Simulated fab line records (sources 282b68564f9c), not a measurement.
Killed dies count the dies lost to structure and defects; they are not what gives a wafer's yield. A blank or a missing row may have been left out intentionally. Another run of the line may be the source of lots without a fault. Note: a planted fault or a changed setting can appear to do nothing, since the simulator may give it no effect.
2 desks, one fault	flow rit_cmos	numbers are kept per desk, each desk with only its own; the story behind them comes last

METROLOGY DESK
Lot by lot, what the gauges showed, no matter which tool ran the lot: averages of those sampled wafers that carry a number. A lot is out of limits, marked OUT, if its mean lies more than 4 standard deviations from the usual mean; the brackets give that distance.
Columns: A = REOX_OXIDE_THK at RIT_REOX_THK_MEAS_04, usual 25.1 nm; B = NLDD_OVL at RIT_NLDD_OVL_MEAS_06, usual 1.4 nm
lot	first seen here	A	B
L546	day 3 11:46	24.8	2.0
L547	day 3 16:05	24.6	3.0
L553	day 4 17:37	25.8	0.9
L554	day 4 19:22	25.2	1.8
L560	day 6 01:14	25.4	-2.2
L566	day 7 06:14	24.6	2.7
This desk's verdict: no lot among the 6 shows anything out of limits.

THE TOOL OWNER'S DESK: implanter-02
The tool's own readings at RIT_NLDD_IMPLANT_08, given as means over the sampled wafers that have a number, one for each lot that went through this tool. A lot is out of limits, marked OUT, if its mean lies more than 4 standard deviations from the usual mean; the brackets give that distance.
Columns: A = beam_energy_keV at RIT_NLDD_IMPLANT_08, usual 20.000
lot	first seen here	A
L546	day 3 12:59	19.999
L553	day 4 18:53	21.057 (+99 or more) OUT
L554	day 4 20:41	21.049 (+99 or more) OUT
This desk's verdict: out of limits on L553, L554, starting with L553 at day 4 18:53 (beam_energy_keV at RIT_NLDD_IMPLANT_08). L546: within limits.

PUT TOGETHER
On L553, L554, at day 4 18:53, an alarm was possible from the tool owner's desk.
The metrology desk saw nothing out of limits.
The metrology desk holds a record of L553, L554, inside its limits.
Of the lots named, all ran RIT_NLDD_IMPLANT_08 on implanter-02.

WHAT HAD BEEN PUT IN BY THE SIMULATOR
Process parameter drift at RIT_NLDD_IMPLANT_08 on implanter-02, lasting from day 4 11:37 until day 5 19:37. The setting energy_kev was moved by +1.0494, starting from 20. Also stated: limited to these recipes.
Shown lots that were struck: L553, L554.
Hours from the fault's start to each desk's first reading out of limits: the tool owner's desk, 7.
